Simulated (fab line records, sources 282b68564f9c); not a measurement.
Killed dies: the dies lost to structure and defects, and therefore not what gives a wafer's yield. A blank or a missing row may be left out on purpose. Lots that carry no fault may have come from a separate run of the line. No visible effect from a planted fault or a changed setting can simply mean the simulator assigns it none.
fab line records	flow ritCmos
record lots=14	wafers=42	lastDay=7
route steps=202 shown GATE@83 NSD@137 M1@196
lots with no fault: from the same line, run without faults
startH: the number of hours between the record's first day and the start of the first shown wafer of the lot	waitH: hours elapsed since this lot's preceding step	" the same as in the row above	L1.1+2: several wafers, shown together as one row	- no value, or no start given	* or withheld: withheld	< > ~ a bound
route shown NAME@n: a module of which the file shows steps, and the number in the route of the first	usual: average and standard deviation across the fault-free wafers	same: alike in all rows	chamber/n: place in a boat	sites: per-site readings	_std_site: the standard deviation of these	_edge_site: the outer-site mean with the inner-site mean subtracted	radiusMm: for every site, how far away it sits from the centre of the wafer	mask NAME#n: copy n	behind: the most recent tool/chamber to have shaped the wafer	hold: reason for holding the lot/hours on hold/outcome of the hold	device: the n, p or np transistor that did not switch	end of line: the tests these same wafers got at the end of their route	a step with no rows: only its recipe	killed: dies that structure and defects cost at the first sort, which is not the same as the wafer's yield	map: a wafer's dies, x killed, . not, _ none there
set.NAME: the run value of the setting; set.NAME@STEP: its run value at that earlier step	model.NAME: the simulator's own value behind a step, which no gauge read
route steps across a sampled set of lots; one table per step, one row per wafer
services: a tool's chamber out of use, with start hour (startH, from the record's first day; less than 0 if before it), hours out, and reason
## steps
# step RIT_GATE_THK_MEAS_07
# recipe reads=SiO2_of_GATE_OXIDATION_05
# usual GATE_OXIDE_THK=2.99/0.064
lot.wafer	tool	chamber	startH	waitH	GATE_OXIDE_THK[nm]
L852.2	filmMetro-03	-	35.21	0.0	2.90
L852.3	"	-	"	"	2.80
L852.4	"	-	"	"	2.90
L853.1	filmMetro-02	-	39.31	0.0	3.03
L853.3	"	-	"	"	2.93
L853.6	"	-	"	"	3.03
L854.3	filmMetro-02	-	46.04	0.0	2.99
L854.4	"	-	"	"	2.99
L854.5	"	-	"	"	2.98
L855.1	filmMetro-03	-	50.60	0.0	2.92
L855.2	"	-	"	"	3.00
L855.6	"	-	"	"	2.94
L856.1	filmMetro-03	-	54.97	0.0	3.04
L856.4	"	-	"	"	3.03
L856.5	"	-	"	"	3.03
L858.1	filmMetro-04	-	65.77	0.0	3.05
L858.4	"	-	"	"	3.07
L858.6	"	-	"	"	2.94
L861.1	filmMetro-04	-	78.53	0.0	3.00
L861.3	"	-	"	"	2.95
L861.6	"	-	"	"	3.02
L862.1	filmMetro-02	-	83.62	0.0	2.99
L862.3	"	-	"	"	2.98
L862.4	"	-	"	"	3.01
L863.4	filmMetro-02	-	89.53	0.0	2.87
L863.5	"	-	"	"	2.83
L863.6	"	-	"	"	2.91
L864.2	filmMetro-02	-	94.74	0.0	3.04
L864.3	"	-	"	"	3.06
L864.5	"	-	"	"	3.07
L866.3	filmMetro-02	-	103.40	0.0	3.00
L866.4	"	-	"	"	3.03
L866.5	"	-	"	"	2.95
L871.3	filmMetro-02	-	128.40	0.0	3.01
L871.4	"	-	"	"	3.07
L871.5	"	-	"	"	3.10
L874.3	filmMetro-04	-	144.86	0.0	2.91
L874.4	"	-	"	"	2.97
L874.5	"	-	"	"	2.97
L875.1	filmMetro-04	-	150.77	0.0	2.95
L875.2	"	-	"	"	2.99
L875.3	"	-	"	"	2.98
# step RIT_NSD_OVL_MEAS_06
# usual NSD_OVL=-0.6/1.1
lot.wafer	tool	chamber	startH	waitH	NSD_OVL[nm]
L852.2	overlay-02	-	48.12	-	-1.2
L852.3	"	-	"	"	-2.2
L852.4	"	-	"	"	-0.6
L853.1	overlay-02	-	52.42	-	-0.6
L853.3	"	-	"	"	-1.1
L853.6	"	-	"	"	-0.9
L854.3	overlay-02	-	58.96	-	1.3
L854.4	"	-	"	"	0.2
L854.5	"	-	"	"	0.0
L855.1	overlay-01	-	63.21	-	-0.2
L855.2	"	-	"	"	-0.6
L855.6	"	-	"	"	-0.5
L856.1	overlay-02	-	67.69	-	0.5
L856.4	"	-	"	"	-0.8
L856.5	"	-	"	"	-0.3
L858.1	overlay-01	-	79.62	-	-1.0
L858.4	"	-	"	"	-1.6
L858.6	"	-	"	"	-2.3
L861.1	overlay-01	-	91.48	-	-1.0
L861.3	"	-	"	"	-0.6
L861.6	"	-	"	"	0.4
L862.1	overlay-01	-	96.99	-	-2.0
L862.3	"	-	"	"	-1.8
L862.4	"	-	"	"	-2.8
L863.4	overlay-01	-	103.99	-	-0.9
L863.5	"	-	"	"	-0.7
L863.6	"	-	"	"	-1.3
L864.2	overlay-02	-	107.62	-	-0.6
L864.3	"	-	"	"	-1.3
L864.5	"	-	"	"	-1.4
L866.3	overlay-02	-	117.34	-	-0.3
L866.4	"	-	"	"	0.1
L866.5	"	-	"	"	0.2
L871.3	overlay-01	-	143.37	-	-1.3
L871.4	"	-	"	"	-1.2
L871.5	"	-	"	"	-0.8
L874.3	overlay-01	-	157.59	-	-0.7
L874.4	"	-	"	"	0.0
L874.5	"	-	"	"	-1.6
L875.1	overlay-01	-	164.50	-	0.4
L875.2	"	-	"	"	0.9
L875.3	"	-	"	"	-1.0
# step RIT_M1_METAL_ETCH_12
# recipe stopOn=SiO2	chemistry=Cl2/BCl3	target=Al	timeS=165	overEtchFrac=0.5	pressureMtorr=100	targetDepthA=6000	rfW=250	Cl2_flow_sccm=60	bcl3FlowSccm=50
# usual chamberPressureMTorr=100.02/0.088	drypumpMotorCurrentA=5.7/0.39	oesProductAu=0.780/0.017	throttleValvePct=8.19/0.089
lot.wafer	tool	chamber	startH	waitH	chamberPressureMTorr	drypumpMotorCurrentA	oesProductAu	rfHoursCounterH	throttleValvePct
L852.2	rieMetal-03	1	56.02	0.2	100.03	5.1	0.780	4	8.07
L852.3	"	0	"	"	100.01	5.9	0.812	-	8.15
L852.4	"	1	"	"	99.90	5.1	0.782	-	8.07
L853.1	rieMetal-01	1	60.15	0.2	100.00	5.5	0.773	1	8.15
L853.3	"	1	"	"	100.12	5.5	0.770	-	8.15
L853.6	"	0	"	"	99.92	6.0	0.780	-	8.33
L854.3	rieMetal-02	0	66.72	0.2	100.03	6.2	0.787	-	8.27
L854.4	"	1	"	"	100.14	5.7	0.764	-	8.21
L854.5	"	1	"	"	100.04	5.6	0.765	-	8.23
L855.1	rieMetal-03	1	71.03	0.2	100.00	5.1	0.780	4	8.06
L855.2	"	0	"	"	100.10	5.9	0.806	4	8.16
L855.6	"	0	"	"	100.08	5.9	0.811	-	8.13
L856.1	rieMetal-01	0	75.21	0.2	100.11	6.0	0.785	1	8.33
L856.4	"	0	"	"	99.91	6.0	0.775	-	8.32
L856.5	"	1	"	"	100.19	5.5	0.756	-	8.15
L858.1	rieMetal-03	1	87.20	0.2	99.86	5.0	0.786	4	8.07
L858.4	"	0	"	"	99.92	6.0	0.802	-	8.14
L858.6	"	0	"	"	99.93	6.0	0.793	-	8.14
L861.1	rieMetal-03	1	99.08	0.2	100.03	5.1	0.781	5	8.04
L861.3	"	0	"	"	99.94	5.9	0.809	-	8.14
L861.6	"	0	"	"	99.82	5.9	0.807	-	8.14
L862.1	rieMetal-01	1	104.59	0.2	100.11	5.5	0.766	1	8.14
L862.3	"	0	"	"	100.13	6.0	0.781	-	8.32
L862.4	"	1	"	"	100.06	5.5	0.759	-	8.14
L863.4	rieMetal-02	1	111.88	0.1	100.01	5.7	0.763	-	8.22
L863.5	"	0	"	"	99.94	6.2	0.772	-	8.29
L863.6	"	1	"	"	100.02	5.7	0.761	-	8.22
L864.2	rieMetal-03	1	115.18	0.2	99.99	5.1	0.791	5	8.06
L864.3	"	1	"	"	100.18	5.1	0.782	-	8.07
L864.5	"	1	"	"	100.02	5.1	0.791	-	8.06
L866.3	rieMetal-02	1	125.04	0.2	99.96	5.7	0.754	-	8.22
L866.4	"	0	"	"	99.97	6.2	0.774	-	8.26
L866.5	"	0	"	"	100.12	6.2	0.763	-	8.27
L871.3	rieMetal-01	0	151.09	0.2	99.97	6.0	0.772	-	8.32
L871.4	"	1	"	"	99.96	5.5	0.759	-	8.14
L871.5	"	1	"	"	100.03	5.5	0.762	-	8.15
L874.3	rieMetal-01	0	165.71	0.2	100.07	6.0	0.760	-	8.33
L874.4	"	1	"	"	100.09	5.5	0.757	-	8.16
L874.5	"	1	"	"	99.84	5.5	0.768	-	8.14
L875.1	rieMetal-02	1	172.47	0.2	99.95	5.6	0.750	0	8.23
L875.2	"	0	"	"	100.00	6.3	0.778	0	8.25
L875.3	"	0	"	"	100.02	6.3	0.781	-	8.28
# step RIT_M1_CD_MEAS_90
# recipe targetCdNm=2600
# usual cdNm=2600/3.2
lot.wafer	tool	chamber	startH	waitH	cdNm
L852.2	cdSem-01	-	56.57	0.1	2602
L852.3	"	-	"	"	2599
L852.4	"	-	"	"	2600
L853.1	cdSem-01	-	60.66	0.1	2596
L853.3	"	-	"	"	2597
L853.6	"	-	"	"	2597
L854.3	cdSem-01	-	67.22	0.1	2603
L854.4	"	-	"	"	2598
L854.5	"	-	"	"	2597
L855.1	cdSem-01	-	71.54	0.1	2598
L855.2	"	-	"	"	2593
L855.6	"	-	"	"	2593
L856.1	cdSem-01	-	75.73	0.1	2602
L856.4	"	-	"	"	2602
L856.5	"	-	"	"	2595
L858.1	cdSem-01	-	87.71	0.1	2601
L858.4	"	-	"	"	2597
L858.6	"	-	"	"	2599
L861.1	cdSem-01	-	99.76	0.1	2603
L861.3	"	-	"	"	2598
L861.6	"	-	"	"	2597
L862.1	cdSem-01	-	105.28	0.1	2598
L862.3	"	-	"	"	2603
L862.4	"	-	"	"	2597
L863.4	cdSem-02	-	112.62	0.1	2599
L863.5	"	-	"	"	2601
L863.6	"	-	"	"	2597
L864.2	cdSem-02	-	115.71	0.1	2599
L864.3	"	-	"	"	2597
L864.5	"	-	"	"	2599
L866.3	cdSem-01	-	125.54	0.1	2600
L866.4	"	-	"	"	2597
L866.5	"	-	"	"	2595
L871.3	cdSem-02	-	151.59	0.1	2609
L871.4	"	-	"	"	2598
L871.5	"	-	"	"	2598
L874.3	cdSem-01	-	166.21	0.1	2609
L874.4	"	-	"	"	2601
L874.5	"	-	"	"	2597
L875.1	cdSem-02	-	172.98	0.1	2603
L875.2	"	-	"	"	2604
L875.3	"	-	"	"	2604
# step RIT_M1_BOW_MEAS_16
# recipe mode=bow
# usual M1_BOW=16/7.3
lot.wafer	tool	chamber	startH	waitH	M1_BOW[um]
L852.2	filmMetro-01	-	58.35	0.0	12
L852.3	"	-	"	"	17
L852.4	"	-	"	"	12
L853.1	filmMetro-01	-	62.68	0.0	16
L853.3	"	-	"	"	13
L853.6	"	-	"	"	12
L854.3	filmMetro-01	-	68.84	0.0	26
L854.4	"	-	"	"	27
L854.5	"	-	"	"	28
L855.1	filmMetro-03	-	73.16	0.0	6
L855.2	"	-	"	"	12
L855.6	"	-	"	"	17
L856.1	filmMetro-03	-	78.58	0.0	7
L856.4	"	-	"	"	20
L856.5	"	-	"	"	13
L858.1	filmMetro-03	-	89.98	0.0	11
L858.4	"	-	"	"	9
L858.6	"	-	"	"	19
L861.1	filmMetro-04	-	101.38	0.0	-2
L861.3	"	-	"	"	18
L861.6	"	-	"	"	20
L862.1	filmMetro-03	-	106.90	0.0	10
L862.3	"	-	"	"	10
L862.4	"	-	"	"	5
L863.4	filmMetro-04	-	114.91	0.1	10
L863.5	"	-	"	"	7
L863.6	"	-	"	"	16
L864.2	filmMetro-03	-	117.33	0.0	18
L864.3	"	-	"	"	26
L864.5	"	-	"	"	20
L866.3	filmMetro-01	-	127.16	0.0	29
L866.4	"	-	"	"	5
L866.5	"	-	"	"	22
L871.3	filmMetro-03	-	153.21	0.0	11
L871.4	"	-	"	"	15
L871.5	"	-	"	"	18
L874.3	filmMetro-04	-	168.59	0.0	13
L874.4	"	-	"	"	11
L874.5	"	-	"	"	20
L875.1	filmMetro-01	-	174.97	0.0	7
L875.2	"	-	"	"	10
L875.3	"	-	"	"	24
# step RIT_M1_PROBE_99
# usual defectLimitedYield=97.5/1.2	killed_at_M0_to_M3=0.0/0.14	killedAtContacts=0.0/0.22	killedAtFrontEnd=7/3	killedDies=7/3.1	killedOnRim=1.9/1.3	killedOpen=3.4/2.1	killedShort=3.2/1.9
# same grossDies=264	killed_at_M4_up=0	killedAtBackSide=0	killedAtOther=0
lot.wafer	tool	chamber	startH	waitH	defectLimitedYield[%]	killed_at_M0_to_M3	killedAtContacts	killedAtFrontEnd	killedDies	killedOnRim	killedOpen	killedShort
L852.2	prober-01	-	58.50	0.1	98.1	0	0	5	5	1	1	4
L852.3	prober-01	-	58.55	0.2	95.1	0	0	13	13	5	5	8
L852.4	prober-01	-	58.60	0.2	96.6	0	0	9	9	5	5	4
L853.1	prober-02	-	62.80	0.1	97.3	0	0	7	7	2	4	3
L853.3	prober-02	-	62.90	0.2	95.8	0	0	11	11	3	4	7
L853.6	prober-02	-	63.05	0.2	97.0	0	1	7	8	3	6	2
L854.3	prober-01	-	69.02	0.2	99.2	0	0	2	2	1	1	1
L854.4	prober-01	-	69.07	0.2	97.7	0	0	6	6	1	3	3
L854.5	prober-01	-	69.12	0.2	99.2	0	0	2	2	0	1	1
L855.1	prober-01	-	73.28	0.1	97.7	0	0	6	6	3	2	4
L855.2	prober-01	-	73.33	0.1	97.3	0	0	7	7	0	4	3
L855.6	prober-01	-	73.53	0.2	97.0	1	0	7	8	2	4	4
L856.1	prober-02	-	78.70	0.1	96.6	0	0	9	9	3	7	2
L856.4	prober-02	-	78.85	0.2	97.0	0	1	7	8	0	6	2
L856.5	prober-02	-	78.90	0.2	96.2	0	0	10	10	4	6	4
L858.1	prober-02	-	90.10	0.1	97.3	0	0	7	7	1	6	1
L858.4	prober-02	-	90.25	0.2	98.5	0	0	4	4	2	2	2
L858.6	prober-02	-	90.35	0.2	95.8	0	0	11	11	3	4	7
L861.1	prober-01	-	101.50	0.1	99.2	0	0	2	2	2	2	0
L861.3	prober-01	-	101.60	0.2	96.6	0	0	9	9	2	4	5
L861.6	prober-01	-	101.75	0.2	97.7	0	0	6	6	2	1	5
L862.1	prober-02	-	107.02	0.1	98.9	0	0	3	3	2	1	2
L862.3	prober-02	-	107.12	0.2	97.7	0	0	6	6	2	4	2
L862.4	prober-02	-	107.17	0.2	98.1	0	0	5	5	1	2	3
L863.4	prober-01	-	115.12	0.2	96.2	0	0	10	10	2	4	6
L863.5	prober-01	-	115.17	0.2	96.6	0	0	9	9	2	3	6
L863.6	prober-01	-	115.22	0.2	95.8	0	0	11	11	0	8	3
L864.2	prober-02	-	117.48	0.1	96.2	0	0	10	10	3	7	3
L864.3	prober-02	-	117.53	0.2	95.5	0	0	12	12	1	6	6
L864.5	prober-02	-	117.63	0.2	96.6	0	0	9	9	2	4	5
L866.3	prober-02	-	127.34	0.2	99.6	0	0	1	1	0	1	0
L866.4	prober-02	-	127.39	0.2	97.7	0	0	6	6	2	3	3
L866.5	prober-02	-	127.44	0.2	98.1	0	0	5	5	1	2	3
L871.3	prober-01	-	153.39	0.2	72.3	70	0	3	73	26	1	2
L871.4	prober-01	-	153.44	0.2	98.1	0	0	5	5	1	1	4
L871.5	prober-01	-	153.49	0.2	98.1	0	0	5	5	1	4	1
L874.3	prober-02	-	168.77	0.2	20.1	200	0	11	211	51	6	5
L874.4	prober-02	-	168.82	0.2	98.1	1	0	4	5	2	3	2
L874.5	prober-02	-	168.87	0.2	98.1	0	1	4	5	2	3	2
L875.1	prober-01	-	175.09	0.1	97.7	0	0	6	6	2	3	3
L875.2	prober-01	-	175.14	0.1	98.5	0	0	4	4	0	1	3
L875.3	prober-01	-	175.19	0.2	98.9	0	0	3	3	2	2	1
# killed by level:class
L852.2 GATE:geometricParticle:short=3 GATE:geometricParticle:open=1 REOX:geometricParticle:short=1
L852.3 GATE:geometricParticle:open=4 SILICIDE:geometricParticle:short=3 REOX:geometricParticle:short=2 FOX1:geometricParticle:short=1 GATE:geometricParticle:short=1 SPACER:geometricParticle:short=1 SPACER:geometricParticle:open=1
L852.4 GATE:geometricParticle:open=3 FOX1:geometricParticle:open=2 FOX1:geometricParticle:short=2 GATE:geometricParticle:short=2
L853.1 GATE:geometricParticle:short=3 SILICIDE:geometricParticle:open=2 GATE:geometricParticle:open=1 REOX:geometricParticle:open=1
L853.3 GATE:geometricParticle:open=2 REOX:geometricParticle:short=2 SILICIDE:geometricParticle:short=2 FOX1:geometricParticle:open=1 FOX1:geometricParticle:short=1 GATE:geometricParticle:short=1 SPACER:geometricParticle:short=1 SPACER:geometricParticle:open=1
L853.6 GATE:geometricParticle:open=3 REOX:geometricParticle:open=2 SPACER:geometricParticle:short=1 SILICIDE:geometricParticle:open=1 CONTACT:geometricParticle:short=1
L854.3 GATE:geometricParticle:short=1 REOX:geometricParticle:open=1
L854.4 REOX:geometricParticle:open=2 REOX:geometricParticle:short=2 FOX2:geometricParticle:short=1 SILICIDE:geometricParticle:open=1
L854.5 GATE:geometricParticle:open=1 REOX:geometricParticle:short=1
L855.1 SPACER:geometricParticle:short=2 FOX2:geometricParticle:short=1 GATE:geometricParticle:open=1 REOX:geometricParticle:short=1 SILICIDE:geometricParticle:open=1
L855.2 FOX2:geometricParticle:open=2 GATE:geometricParticle:open=2 FOX2:geometricParticle:short=1 REOX:geometricParticle:short=1 SPACER:geometricParticle:short=1
L855.6 FOX1:geometricParticle:open=1 FOX2:geometricParticle:open=1 GATE:geometricParticle:short=1 GATE:geometricParticle:open=1 REOX:geometricParticle:short=1 REOX:geometricParticle:open=1 SPACER:geometricParticle:short=1 M1:geometricParticle:short=1
L856.1 GATE:geometricParticle:open=5 FOX2:geometricParticle:short=1 FOX2:geometricParticle:open=1 SPACER:geometricParticle:short=1 SILICIDE:geometricParticle:open=1
L856.4 GATE:geometricParticle:open=4 GATE:geometricParticle:short=1 SPACER:geometricParticle:short=1 SPACER:geometricParticle:open=1 CONTACT:geometricParticle:open=1
L856.5 GATE:geometricParticle:open=2 SILICIDE:geometricParticle:open=2 GATE:geometricParticle:short=1 REOX:geometricParticle:short=1 REOX:geometricParticle:open=1 SPACER:geometricParticle:short=1 SPACER:geometricParticle:open=1 SILICIDE:geometricParticle:short=1
L858.1 GATE:geometricParticle:open=2 SILICIDE:geometricParticle:open=2 FOX1:geometricParticle:open=1 FOX2:geometricParticle:open=1 SILICIDE:geometricParticle:short=1
L858.4 FOX1:geometricParticle:open=1 FOX2:geometricParticle:open=1 FOX2:geometricParticle:short=1 SILICIDE:geometricParticle:short=1
L858.6 GATE:geometricParticle:short=5 GATE:geometricParticle:open=3 FOX1:geometricParticle:short=1 FOX2:geometricParticle:open=1 FOX2:geometricParticle:short=1
L861.1 GATE:geometricParticle:open=2
L861.3 GATE:geometricParticle:short=3 GATE:geometricParticle:open=2 FOX1:geometricParticle:open=1 REOX:geometricParticle:open=1 SPACER:geometricParticle:short=1 SILICIDE:geometricParticle:short=1
L861.6 GATE:geometricParticle:short=3 FOX1:geometricParticle:short=1 GATE:geometricParticle:open=1 REOX:geometricParticle:short=1
L862.1 GATE:geometricParticle:short=1 GATE:geometricParticle:open=1 REOX:geometricParticle:short=1
L862.3 REOX:geometricParticle:open=2 GATE:geometricParticle:short=1 GATE:geometricParticle:open=1 REOX:geometricParticle:short=1 SILICIDE:geometricParticle:open=1
L862.4 GATE:geometricParticle:open=2 SILICIDE:geometricParticle:short=2 GATE:geometricParticle:short=1
L863.4 FOX1:geometricParticle:short=2 GATE:geometricParticle:open=2 GATE:geometricParticle:short=2 FOX2:geometricParticle:open=1 REOX:geometricParticle:open=1 REOX:geometricParticle:short=1 SILICIDE:geometricParticle:short=1
L863.5 FOX1:geometricParticle:short=3 FOX1:geometricParticle:open=2 GATE:geometricParticle:short=2 GATE:geometricParticle:open=1 SPACER:geometricParticle:short=1
L863.6 GATE:geometricParticle:open=4 FOX1:geometricParticle:open=2 FOX1:geometricParticle:short=1 FOX2:geometricParticle:short=1 FOX2:geometricParticle:open=1 GATE:geometricParticle:short=1 REOX:geometricParticle:open=1
L864.2 FOX1:geometricParticle:open=2 GATE:geometricParticle:open=2 SILICIDE:geometricParticle:open=2 FOX1:geometricParticle:short=1 GATE:geometricParticle:short=1 SPACER:geometricParticle:open=1 SPACER:geometricParticle:short=1
L864.3 GATE:geometricParticle:short=3 GATE:geometricParticle:open=2 REOX:geometricParticle:short=2 FOX1:geometricParticle:open=1 REOX:geometricParticle:open=1 SPACER:geometricParticle:open=1 SILICIDE:geometricParticle:short=1 SILICIDE:geometricParticle:open=1
L864.5 GATE:geometricParticle:short=3 GATE:geometricParticle:open=2 REOX:geometricParticle:open=1 REOX:geometricParticle:short=1 SPACER:geometricParticle:open=1 SILICIDE:geometricParticle:short=1
L866.3 SPACER:geometricParticle:open=1
L866.4 GATE:geometricParticle:short=2 FOX1:geometricParticle:short=1 FOX2:geometricParticle:open=1 GATE:geometricParticle:open=1 REOX:geometricParticle:open=1
L866.5 FOX2:geometricParticle:short=2 FOX1:geometricParticle:open=1 GATE:geometricParticle:short=1 SPACER:geometricParticle:open=1
L871.3 M1:areaEtch=70 FOX1:geometricParticle:short=1 FOX1:geometricParticle:open=1 GATE:geometricParticle:short=1
L871.4 SPACER:geometricParticle:short=2 GATE:geometricParticle:short=1 REOX:geometricParticle:short=1 SPACER:geometricParticle:open=1
L871.5 GATE:geometricParticle:open=2 FOX1:geometricParticle:open=1 REOX:geometricParticle:open=1 SILICIDE:geometricParticle:short=1
L874.3 M1:areaEtch=200 SILICIDE:geometricParticle:open=4 SILICIDE:geometricParticle:short=2 FOX1:geometricParticle:open=1 GATE:geometricParticle:short=1 REOX:geometricParticle:short=1 SPACER:geometricParticle:open=1 SPACER:geometricParticle:short=1
L874.4 GATE:geometricParticle:open=2 FOX2:geometricParticle:open=1 GATE:geometricParticle:short=1 M1:geometricParticle:short=1
L874.5 FOX1:geometricParticle:short=1 GATE:geometricParticle:open=1 SPACER:geometricParticle:open=1 SILICIDE:geometricParticle:short=1 CONTACT:geometricParticle:open=1
L875.1 SILICIDE:geometricParticle:open=2 FOX1:geometricParticle:short=1 GATE:geometricParticle:short=1 REOX:geometricParticle:open=1 SILICIDE:geometricParticle:short=1
L875.2 FOX2:geometricParticle:short=1 GATE:geometricParticle:short=1 REOX:geometricParticle:short=1 SILICIDE:geometricParticle:open=1
L875.3 GATE:geometricParticle:open=2 GATE:geometricParticle:short=1
## services
tool	chamber	startH	hours	kind
rieMetal-01	1	35.17	4.1	repair
rieMetal-02	0	83.78	8.7	repair
rieMetal-01	-	88.05	2.8	pm
rieMetal-02	-	136.12	20.0	pm
rieMetal-02	0	136.12	20.0	ventCycle
rieMetal-02	1	136.12	20.0	ventCycle
rieMetal-01	-	145.40	1.0	repair
rieMetal-02	0	156.12	-	clean
rieMetal-02	1	156.12	-	clean
## key
firstSign step=RIT_M1_CD_MEAS_90	reading=cdNm	direction=up	sigmas=2.9	usual=2600	struck=2609
effect step=RIT_M1_PROBE_99	reading=killed_at_M0_to_M3	direction=up	sigmas=99+	usual=0.0	struck=135
moreKillsBornAt RIT_M1_METAL_ETCH_12@rieMetal-01=270
metAt RIT_M1_METAL_ETCH_12
struckLots L871,L874
struckWafers L871.3,L874.3
laterRowsLeftOut L874.3
notActingAt RIT_GATE_THK_MEAS_07,RIT_NSD_OVL_MEAS_06,RIT_M1_BOW_MEAS_16
onsetBetween 104.59 151.09
fault kind=processParameterDrift	tool=rieMetal-01	chamber=0	onsetH=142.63	steps=RIT_M1_METAL_ETCH_12	channel=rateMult	offset=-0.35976	shape=step	endH=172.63
# laterRowsLeftOut: the simulator's readings of these wafers behind a module that went badly wrong aren't trusted and aren't shown, but for the sort
